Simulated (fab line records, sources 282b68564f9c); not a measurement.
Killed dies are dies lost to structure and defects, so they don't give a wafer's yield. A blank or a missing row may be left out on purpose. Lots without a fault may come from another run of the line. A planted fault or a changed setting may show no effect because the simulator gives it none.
A struck lot beside a sound one | flow rit_cmos | 33 steps out of a route of 202
Sound: wafers L925.1, L925.4, L925.5. Struck: wafers L940.1, L940.2, L940.4. The cause comes at the end.
At each step with rows: each side's tool, then ch and its chambers, then its first start. Under that, the readings that differ: sound wafers | struck wafers | difference of the means | sigmas: that difference in standard deviations of wafers without a fault.
alike: readings whose means differ by less than 2 such deviations, and words and numbers that are the same on both sides. not compared: withheld readings, readings that some wafer has no value for, bounds like >300 that may hide the same value, and numbers for which the record gives no deviation and whose values overlap.
The two part at a step that has a row with sigmas, a row that says differs or no value, or rows on one side only. Numbers that don't overlap but have no deviation are shown without sigmas and don't part them. A reading that every wafer of one side lacks parts them only if that side has two wafers or more.

first, 6 steps without rows for these wafers: RIT_CONTACT_HMDS_02 (prime time 60 s); RIT_CONTACT_COAT_03 (resist thk 1000 nm); RIT_CONTACT_SOFTBAKE_04 (time 60 s); RIT_CONTACT_EXPOSE_05 (exposes mask M11, target cd 1000 nm); RIT_CONTACT_PEB_06; RIT_CONTACT_DEVELOP_07 (develop time 121.9 s).
RIT_CONTACT_CD_MEAS_08: target cd 1000 nm.
  sound on cd_sem-02, day 4 10:58; struck on cd_sem-02, day 7 14:50
  alike: cd_nm
RIT_CONTACT_OVL_MEAS_09:
  sound on overlay-02, day 4 11:05; struck on overlay-01, day 7 14:58
  reading          | sound       | struck         | difference | sigmas
  CONTACT_OVL (nm) | 3.2 1.0 1.8 | -1.0 -2.6 -1.0 | -3.5       | -3
then, 1 step without rows for these wafers: RIT_CONTACT_HARDBAKE_10 (time 60 s).
RIT_CONTACT_ETCH_11: etches SiO2 in CHF3/CF4/Ar, stops on TiSi2, target depth 480 nm, time 320 s.
  sound on rie_diel-03 ch 0,1,2, day 4 11:16; struck on rie_diel-04 ch 1,2,3, day 7 15:09
  alike: cf4_flow_sccm, chamber_pressure_mTorr, drypump_motor_current_A, oes_product_au, throttle_valve_pct
  not compared: rf_hours_counter_h
RIT_CONTACT_STRIP_12: strips in O2, time 180 s.
  sound on plasma_asher-01 ch 1, day 4 11:28; struck on plasma_asher-01 ch 0,1, day 7 15:20
  alike: chamber_pressure_mTorr, drypump_motor_current_A
  not compared: rf_hours_counter_h
RIT_CONTACT_CD_MEAS_90: target cd 1000 nm.
  sound on cd_sem-01, day 4 11:38; struck on cd_sem-01, day 7 15:31
  alike: cd_nm
RIT_CONTACT_CLEAN_13: cleans in SC1, time 600 s.
  sound on wet_bench-02 ch 0, day 4 11:46; struck on wet_bench-01 ch 3, day 7 15:39
then, 1 step without rows for these wafers: RIT_CONTACT_CLEAN_14 (cleans in SC2, time 600 s).
RIT_M1_SPUTTER_00: material Al, target thk 400 nm, time 500 s.
  sound on pvd_sputter-02, day 4 12:07; struck on pvd_sputter-04, day 7 16:00
  alike: cathode_dc_power_W, chamber_pressure_pa, substrate_temp_c, throttle_valve_pct
RIT_M1_RS_MEAS_01: measures by four-point-probe.
  sound on film_metro-02, day 4 12:25; struck on film_metro-03, day 7 16:18
  alike: M1_AL_RS
RIT_M1_THK_MEAS_02: measures by xrf.
  sound on film_metro-02, day 4 12:32; struck on film_metro-03, day 7 16:25
  alike: M1_AL_THK
then, 6 steps without rows for these wafers: RIT_M1_HMDS_03 (prime time 60 s); RIT_M1_COAT_04 (resist thk 1300 nm); RIT_M1_SOFTBAKE_05 (time 60 s); RIT_M1_EXPOSE_06 (exposes mask M12, target cd 2600 nm); RIT_M1_PEB_07; RIT_M1_DEVELOP_08 (develop time 68 s).
RIT_M1_CD_MEAS_09: target cd 2600 nm.
  sound on cd_sem-02, day 4 13:35; struck on cd_sem-02, day 7 17:22
  alike: cd_nm
RIT_M1_OVL_MEAS_10:
  sound on overlay-01, day 4 13:43; struck on overlay-01, day 7 17:29
  alike: M1_OVL
then, 1 step without rows for these wafers: RIT_M1_HARDBAKE_11 (time 120 s).
RIT_M1_METAL_ETCH_12: etches Al in Cl2/BCl3, stops on SiO2, time 165 s, target depth 600 nm.
  sound on rie_metal-03 ch 0, day 4 14:00; struck on rie_metal-03 ch 0,1, day 7 17:46
  alike: chamber_pressure_mTorr, drypump_motor_current_A, he_backside_leak_sccm, oes_product_au, throttle_valve_pct
  not compared: rf_hours_counter_h
then, 1 step without rows for these wafers: RIT_M1_STRIP_13 (strips in nmp, time 600 s).
RIT_M1_STRIP_14: strips in O2, time 180 s.
  sound on plasma_asher-04 ch 0,1, day 4 14:20; struck on plasma_asher-02 ch 0,1, day 7 18:07
  alike: chamber_pressure_mTorr, drypump_motor_current_A
  not compared: rf_hours_counter_h
RIT_M1_CD_MEAS_90: target cd 2600 nm.
  sound on cd_sem-01, day 4 14:31; struck on cd_sem-02, day 7 18:17
  alike: cd_nm
then, 1 step without rows for these wafers: RIT_M1_ANNEAL_15 (time 1800 s).
RIT_M1_BOW_MEAS_16:
  sound on film_metro-03, day 4 16:08; struck on film_metro-01, day 7 20:07
  alike: M1_BOW
RIT_M1_PROBE_99:
  sound on prober-01, day 4 16:15; struck on prober-02, day 7 20:14
  reading            | sound | struck                                                                     | difference                   | sigmas
  hold               | - - - | await_dispo/2.5h/release await_dispo/2.5h/release await_dispo/2.5h/release | no value on the sound wafers |
  killed_at_contacts | 0 0 0 | 25 24 22                                                                   | +24                          | +76
  killed_dies        | 9 4 8 | 29 28 25                                                                   | +20                          | +6
  killed_on_rim      | 2 2 4 | 11 12 11                                                                   | +9                           | +6
  alike: killed_at_front_end, killed_open, killed_short

WHERE THEY PART
First at RIT_CONTACT_OVL_MEAS_09; last, within this record, at RIT_M1_PROBE_99.

WHY: what the simulator had put in
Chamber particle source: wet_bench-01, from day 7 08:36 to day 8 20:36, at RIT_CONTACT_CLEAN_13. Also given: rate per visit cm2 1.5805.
